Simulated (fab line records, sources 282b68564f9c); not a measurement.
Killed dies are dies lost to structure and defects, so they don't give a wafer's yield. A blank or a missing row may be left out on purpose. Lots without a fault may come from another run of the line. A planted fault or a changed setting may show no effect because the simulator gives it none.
Split-lot experiment | flow rit_cmos | 5 lots, 23 wafers read, on a route of 202 steps

THE SPLIT
At RIT_CONTACT_EXPOSE_05 (exposes mask M11, target cd 1000 nm), the setting dose_mj was moved away from the recipe's 250 on 5 of the 23 wafers read, by -2.9% to +2.4%. The other wafers ran this setting at the recipe's value.

FROM THE SPLIT TO THE READING: what the file shows between them, 5 steps
- RIT_CONTACT_PEB_06
- RIT_CONTACT_DEVELOP_07: develop time 120 s
- RIT_CONTACT_CD_MEAS_08: target cd 1000 nm
- RIT_CONTACT_ETCH_11: etches SiO2 in CHF3/CF4/Ar, stops on TiSi2, target depth 480 nm, time 320 s (also split here: time_s)
- RIT_CONTACT_STRIP_12: strips in O2, time 180 s

THE READING
cd_nm, in nm, at RIT_CONTACT_CD_MEAS_90 (target cd 1000 nm). Fault-free wafers of this fab line usually give 1000.1 nm, standard deviation 1.6 nm.

wafer  | tool, chamber at the split | dose_mj as run | against the recipe | cd_nm, nm | against lot-mates on the recipe
L074.1 | iline_stepper-01, 0        | 250            | recipe             | 996.7     | -
L074.3 | iline_stepper-01, 0        | 250            | recipe             | 996.8     | -
L074.4 | iline_stepper-01, 0        | 250            | recipe             | 998.4     | -
L074.5 | iline_stepper-01, 0        | 250            | recipe             | 996.6     | -
L074.6 | iline_stepper-01, 0        | 250            | recipe             | 1000.3    | -
L078.2 | iline_stepper-01, 0        | 250            | recipe             | 998.6     | -
L078.4 | iline_stepper-01, 0        | 250            | recipe             | 998.9     | -
L078.6 | iline_stepper-01, 0        | 250            | recipe             | 997.2     | -
L079.1 | iline_stepper-02, 0        | 250            | recipe             | 1000.4    | -
L079.2 | iline_stepper-02, 0        | 250            | recipe             | 999.3     | -
L079.3 | iline_stepper-02, 0        | 250            | recipe             | 1000.2    | -
L079.4 | iline_stepper-02, 0        | 250            | recipe             | 1001.0    | -
L079.5 | iline_stepper-02, 0        | 250            | recipe             | 999.9     | -
L081.1 | iline_stepper-01, 0        | 242.7          | -2.9%              | 992.0     | -8.7
L081.2 | iline_stepper-01, 0        | 250            | recipe             | 1001.6    | -
L081.4 | iline_stepper-01, 0        | 250            | recipe             | 1000.0    | -
L081.5 | iline_stepper-01, 0        | 242.7          | -2.9%              | 991.0     | -9.7
L081.6 | iline_stepper-01, 0        | 250            | recipe             | 1000.6    | -
L084.1 | iline_stepper-02, 0        | 250            | recipe             | 1000.8    | -
L084.2 | iline_stepper-02, 0        | 250            | recipe             | 998.8     | -
L084.3 | iline_stepper-02, 0        | 256            | +2.4%              | 1004.7    | +4.9
L084.4 | iline_stepper-02, 0        | 256            | +2.4%              | 1004.5    | +4.7
L084.6 | iline_stepper-02, 0        | 256            | +2.4%              | 1006.4    | +6.6

THE FIT
A straight line over all 23 wafers: cd_nm changes by +2.57 nm for each +1% of dose_mj; r = +0.91; the points scatter about the line by 1.5 nm.
The same after taking each lot's own level away (the mean of its wafers on the recipe; 23 wafers): +2.71 nm for each +1%; r = +0.95; scatter 1.1 nm.
On that fit, the largest move of dose_mj shifts the reading by 7.9 nm.
The lots' own levels span 997.76 to 1000.73 nm, that is 1.9 times the standard deviation above.
So the lot-to-lot level changes the slope little: the two slopes agree.
Check: with one of the wafers moved furthest among these (-2.9%) left out of the fit, the line predicts -7.94 nm for it against its lot-mates. It came out at -8.73 nm against them.

OTHER SPLITS ON THESE WAFERS
These wafers also went through other splits before the reading. Each is held against what the fit with the lots' levels taken away leaves over:
other split on the same wafers | wafers away from the commonest value | r with cd_nm (lot level and that fit taken away)
RIT_NSD_COAT_01 resist_thk_nm  | 7                                    | -0.36
RIT_CONTACT_CVD_00 time_s      | 11                                   | -0.01
RIT_CONTACT_ETCH_11 time_s     | 11                                   | -0.30

THE WHOLE CHAIN: every reading that the file lists as answering this split, in the file's order
step                   | what it does      | reading | change (the file's fit)              | r (the file's)
RIT_CONTACT_CD_MEAS_08 | target cd 1000 nm | cd_nm   | +2.73 nm for each +1% of the setting | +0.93
RIT_CONTACT_CD_MEAS_90 | target cd 1000 nm | cd_nm   | +2.79 nm for each +1% of the setting | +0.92

THE FILE'S OWN FIT
cd_nm changes by +2.79 nm for each +1% of dose_mj, r = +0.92.
